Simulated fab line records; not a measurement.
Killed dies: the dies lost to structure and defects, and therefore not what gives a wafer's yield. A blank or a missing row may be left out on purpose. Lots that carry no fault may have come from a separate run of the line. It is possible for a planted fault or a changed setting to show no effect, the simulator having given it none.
Check of tool commonality | flow berkeley cmos170 | 14 lots, 42 wafers sampled

## REASON FOR OPENING
Of 14 lots, 2 have the reading SPACER_TEOS_THK flagged at UCB170_SPACER_THK_MEAS_01. Fault-free wafers read 375 nm, with a standard deviation of 5.3.
Rule: a lot is flagged when every wafer of it that has a number lies more than 4 standard deviations from that mean, or none has a number. The other lots count as sound.

lot  | measured     | on            | SPACER_TEOS_THK (nm), wafer by wafer | flag
L895 | day 6 04:26  | film metro-01 | 367 370 373                          |
L897 | day 6 11:42  | film metro-02 | 376 387 384                          |
L896 | day 6 12:23  | film metro-02 | 379 384 378                          |
L898 | day 6 22:58  | film metro-02 | 370 377 377                          |
L900 | day 7 16:40  | film metro-04 | 372 368 380                          |
L902 | day 7 22:40  | film metro-02 | 370 377 375                          |
L904 | day 8 08:26  | film metro-02 | 368 375 373                          |
L901 | day 8 08:26  | film metro-01 | 192 194 196                          | FLAGGED
L906 | day 8 08:26  | film metro-04 | 374 368 380                          |
L905 | day 8 22:49  | film metro-04 | 194 190 198                          | FLAGGED
L914 | day 10 08:10 | film metro-04 | 374 380 378                          |
L913 | day 10 08:49 | film metro-04 | 365 371 369                          |
L915 | day 10 19:38 | film metro-04 | 371 378 375                          |
L917 | day 11 04:03 | film metro-02 | 373 378 378                          |
The mean of the flagged lots' numbers is 194 nm, -181 nm from the usual (-34 standard deviations).

## WHICH TOOL RAN EACH LOT
The record keeps 1 process step preceding the reading, out of 331 steps on the route. Every cell lists first the tool, next ch and the chambers used by the sampled wafers, and last the start.
lot  | flag    | UCB170_SPACER_CVD_00
L895 |         | pecvd-04 ch 0,1, day 6 04:23
L897 |         | pecvd-02 ch 0,1,2, day 6 11:39
L896 |         | pecvd-04 ch 0,2, day 6 12:20
L898 |         | pecvd-04 ch 0,1,2, day 6 22:55
L900 |         | pecvd-02 ch 0,1,2, day 7 16:37
L902 |         | pecvd-02 ch 1,2, day 7 22:36
L904 |         | pecvd-04 ch 0,2, day 8 08:23
L901 | FLAGGED | pecvd-02 ch 0,2, day 8 08:23
L906 |         | pecvd-01 ch 1,2, day 8 08:23
L905 | FLAGGED | pecvd-02 ch 0,1, day 8 22:45
L914 |         | pecvd-01 ch 0,1, day 10 08:08
L913 |         | pecvd-04 ch 0,1, day 10 08:46
L915 |         | pecvd-01 ch 0,1, day 10 19:35
L917 |         | pecvd-04 ch 1,2, day 11 03:59
These steps, and what they do:
- UCB170_SPACER_CVD_00: deposits SiO2 from TEOS/O2, target thk 376 nm, time 47 s.
- UCB170_SPACER_THK_MEAS_01

## FLAGGED OVER TOTAL, TOOL BY TOOL (the gauges that took the reading come last)
step                      | tool          | lots run | flagged | share of the flagged lots | sound lots run after its first flagged lot
UCB170_SPACER_CVD_00      | pecvd-01      | 3        | 0       | none                      | -
UCB170_SPACER_CVD_00      | pecvd-02      | 5        | 2       | all                       | 0
UCB170_SPACER_CVD_00      | pecvd-04      | 6        | 0       | none                      | -
UCB170_SPACER_THK_MEAS_01 | film metro-01 | 2        | 1       | some                      | 0
UCB170_SPACER_THK_MEAS_01 | film metro-02 | 6        | 0       | none                      | -
UCB170_SPACER_THK_MEAS_01 | film metro-04 | 6        | 1       | some                      | 3 (L914,L913,L915)

## WHAT THE TABLE PERMITS
Rows of the table that ran each flagged lot: 1, that is pecvd-02 at UCB170_SPACER_CVD_00.
- pecvd-02 at UCB170_SPACER_CVD_00 ran 5 lots, 2 of them flagged. A fault beginning between L902 (day 7 22:36), its last sound lot, and L901 (day 8 08:23), its first flagged one, fits the data. Its own readings (run length s) fall more than 4 standard deviations out on all wafers of the flagged lots.
Just one tool remains: pecvd-02 at UCB170_SPACER_CVD_00.

## WHAT THE SIMULATOR PUT IN
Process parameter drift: pecvd-02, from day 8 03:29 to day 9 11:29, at UCB170_SPACER_CVD_00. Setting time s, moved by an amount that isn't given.
Struck lots among those shown: L901, L905. The same result came from the rule above.
